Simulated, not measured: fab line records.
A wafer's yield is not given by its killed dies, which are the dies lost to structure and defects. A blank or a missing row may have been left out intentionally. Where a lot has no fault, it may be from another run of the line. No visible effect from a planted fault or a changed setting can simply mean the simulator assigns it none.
What tool caused it? ; flow rit cmos ; 14 lots, 42 wafers sampled, at 3 steps of a route of 202

WHAT EACH GAUGE READ, for each wafer
RIT_NSD_TW_MEAS_10.
lot;measured;on;NSD_TW
L555;day 3 05:05;film metro-03;3081 3067 3075
L557;day 3 15:30;film metro-04;3079 3097 3084
L558;day 3 17:03;film metro-02;3172 3168 3160
L560;day 4 01:42;film metro-03;3080 3088 3090
L562;day 4 09:44;film metro-02;3176 3188 3186
L563;day 4 16:14;film metro-02;3186 3182 3190
L565;day 5 01:48;film metro-02;3177 3157 3183
L572;day 6 12:46;film metro-03;3484 3479 3491
L573;day 6 17:56;film metro-02;3620 3587 3609
L574;day 6 22:56;film metro-03;3099 3075 3073
L575;day 7 04:16;film metro-04;3081 3083 3099
L576;day 7 08:35;film metro-03;3083 3073 3089
L577;day 7 14:29;film metro-03;3093 3090 3095
L578;day 7 17:40;film metro-03;3099 3079 3106

RIT_SDANNEAL_RS_MEAS_05: a four-point-probe measurement.
lot;measured;on;NSD_RS (ohm/sq)
L555;day 3 07:19;film metro-02;84.53 84.54 84.37
L557;day 3 17:33;film metro-02;84.52 84.01 84.67
L558;day 3 19:13;film metro-04;84.30 84.40 84.09
L560;day 4 03:53;film metro-04;85.18 84.81 85.06
L562;day 4 11:56;film metro-03;84.18 84.26 84.42
L563;day 4 18:16;film metro-03;84.82 84.68 84.46
L565;day 5 03:58;film metro-03;83.95 84.38 83.88
L572;day 6 14:48;film metro-03;52.06 52.07 52.07
L573;day 6 20:05;film metro-04;52.41 52.52 52.42
L574;day 7 01:15;film metro-03;84.28 84.05 84.30
L575;day 7 06:25;film metro-02;84.68 84.68 84.62
L576;day 7 10:37;film metro-02;84.30 84.20 84.15
L577;day 7 16:32;film metro-02;84.26 84.30 84.30
L578;day 7 19:44;film metro-03;84.55 84.35 84.25

WHAT TOOL EACH LOT RAN ON (gives the tool, then ch and the chambers of the sampled wafers, and finally the start)
lot;RIT_NSD_IMPLANT_08
L555;implanter-03 ch 0, day 3 04:47
L557;implanter-03 ch 0, day 3 15:11
L558;implanter-02 ch 0, day 3 16:45
L560;implanter-03 ch 0, day 4 01:25
L562;implanter-02 ch 0, day 4 09:25
L563;implanter-03 ch 0, day 4 15:54
L565;implanter-03 ch 0, day 5 01:29
L572;implanter-03 ch 0, day 6 12:08
L573;implanter-04 ch 0, day 6 17:06
L574;implanter-02 ch 0, day 6 22:38
L575;implanter-03 ch 0, day 7 03:56
L576;implanter-04 ch 0, day 7 08:16
L577;implanter-03 ch 0, day 7 14:11
L578;implanter-02 ch 0, day 7 17:20
- RIT_NSD_IMPLANT_08

AS READ BY THE TOOLS THEMSELVES (means over the sampled wafers that have a number; for cases with no such wafer, the mark the record gives instead)
The record holds no such reading with a usual standard deviation.

THE ANSWER, worked out from the rows above alone
Rule: usual is defined by the lots themselves. The widest of any qualifying gaps counts: lots, ordered by their means at a reading, are off when they make up no more than a third of the lots, leave a main group of 4 or more, and stand apart from it by 3 or more times the standard deviation of that group's means. The tables above print the reading to a certain number of digits; a main group whose means all agree to those digits is not used. A lot without any number at a reading at which 4 lots or more have one is off too. The other lots that the step has rows for count as sound. Order of review: gauges by route order, followed by the tools' own readings, for which a lot's mean as printed above is used. At the first step where some lot is off, the reading lying furthest off is the one used; lots without a number count as furthest.
Off: L572, L573, seen at RIT_NSD_TW_MEAS_10 (NSD_TW). For the main group the mean is 3116 and the standard deviation 44.
A tool fits if, at a process step before that reading, it ran every lot that is off, and no sound lot after the first of them. The gauges at RIT_NSD_TW_MEAS_10 are tried like those tools. No candidate that was tried fits.

WHAT HAD BEEN PUT IN BY THE SIMULATOR
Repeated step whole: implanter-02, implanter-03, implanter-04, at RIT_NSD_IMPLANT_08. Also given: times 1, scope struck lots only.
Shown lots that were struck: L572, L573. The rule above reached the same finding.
